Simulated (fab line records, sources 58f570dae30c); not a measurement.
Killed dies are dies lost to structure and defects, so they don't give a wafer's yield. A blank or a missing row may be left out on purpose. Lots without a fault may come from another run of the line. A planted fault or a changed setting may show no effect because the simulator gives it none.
Split-lot experiment | flow berkeley_cmos170 | 5 lots, 23 wafers read, on a route of 331 steps

THE SPLIT
At UCB170_NVT_IMPLANT_07, the setting energy_kev was moved away from the recipe's 50 on 9 of the 23 wafers read, by -5.5% to +2.8%. The other wafers ran this setting at the recipe's value.

The reading is taken at the split's own step.

THE READING
implant.drp_nm (the simulator's own value, which no gauge read), in nm, at UCB170_NVT_IMPLANT_07. The file gives no usual value for it.

wafer  | tool, chamber at the split | energy_kev as run | against the recipe | implant.drp_nm, nm | against lot-mates on the recipe
L077.1 | implanter-01, 0            | 50                | recipe             | 18.57              | -
L077.5 | implanter-01, 0            | 50                | recipe             | 18.57              | -
L077.6 | implanter-01, 0            | 50                | recipe             | 18.57              | -
L077.3 | implanter-01, 0            | 49.11             | -1.8%              | 18.33              | -0.24
L077.4 | implanter-01, 0            | 49.11             | -1.8%              | 18.33              | -0.24
L076.1 | implanter-03, 0            | 50                | recipe             | 18.57              | -
L076.2 | implanter-03, 0            | 50                | recipe             | 18.57              | -
L076.6 | implanter-03, 0            | 50                | recipe             | 18.57              | -
L078.1 | implanter-01, 0            | 50                | recipe             | 18.57              | -
L078.6 | implanter-01, 0            | 50                | recipe             | 18.57              | -
L078.3 | implanter-01, 0            | 47.23             | -5.5%              | 17.83              | -0.74
L078.4 | implanter-01, 0            | 47.23             | -5.5%              | 17.83              | -0.74
L078.5 | implanter-01, 0            | 47.23             | -5.5%              | 17.83              | -0.74
L080.1 | implanter-02, 0            | 50                | recipe             | 18.57              | -
L080.2 | implanter-02, 0            | 50                | recipe             | 18.57              | -
L080.6 | implanter-02, 0            | 50                | recipe             | 18.57              | -
L080.4 | implanter-02, 0            | 51.42             | +2.8%              | 18.95              | +0.38
L080.5 | implanter-02, 0            | 51.42             | +2.8%              | 18.95              | +0.38
L085.1 | implanter-02, 0            | 47.49             | -5.0%              | 17.9               | -0.67
L085.4 | implanter-02, 0            | 47.49             | -5.0%              | 17.9               | -0.67
L085.2 | implanter-02, 0            | 50                | recipe             | 18.57              | -
L085.3 | implanter-02, 0            | 50                | recipe             | 18.57              | -
L085.6 | implanter-02, 0            | 50                | recipe             | 18.57              | -

THE FIT
A straight line over all 23 wafers: implant.drp_nm changes by +0.134 nm for each +1% of energy_kev; r = +1.00; the points scatter about the line by 0.00073 nm.
The same after taking each lot's own level away (the mean of its wafers on the recipe; 23 wafers): +0.134 nm for each +1%; r = +1.00; scatter 0.00073 nm.
On that fit, the largest move of energy_kev shifts the reading by 0.74 nm.
The lots' own levels span 18.570 to 18.570 nm.
So the lot-to-lot level changes the slope little: the two slopes agree.
Check: with one of the wafers moved furthest among these (-5.5%) left out of the fit, the line predicts -0.74 nm for it against its lot-mates. It came out at -0.74 nm against them.

OTHER SPLITS ON THESE WAFERS
These wafers also went through other splits before the reading. Each is held against what the fit with the lots' levels taken away leaves over:
other split on the same wafers        | wafers away from the commonest value | r with implant.drp_nm (lot level and that fit taken away)
UCB170_START_OXIDATION_02 temp_c      | 15                                   | -0.42
UCB170_NWELL_IMPLANT_14 energy_kev    | 9                                    | +0.07
UCB170_PWELL_CVD_05 sih2cl2_flow_sccm | 15                                   | +0.27
UCB170_PWELL_IMPLANT_15 dose_cm2      | 6                                    | +0.24
UCB170_ACTIVE_OXIDATION_02 ox_time_s  | 15                                   | +0.39
UCB170_ACTIVE_EXPOSE_10 dose_mj       | 8                                    | -0.07
UCB170_SCREENOX_OXIDATION_01 temp_c   | 15                                   | +0.46

THE WHOLE CHAIN: every reading that the file lists as answering this split, in the file's order
step                  | what it does | reading                                                         | change (the file's fit)               | r (the file's)
UCB170_NVT_IMPLANT_07 |              | implant.rp_nm (the simulator's own value, which no gauge read)  | +0.375 nm for each +1% of the setting | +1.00
UCB170_NVT_IMPLANT_07 |              | implant.drp_nm (the simulator's own value, which no gauge read) | +0.134 nm for each +1% of the setting | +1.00

THE FILE'S OWN FIT
implant.drp_nm changes by +0.134 nm for each +1% of energy_kev, r = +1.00.
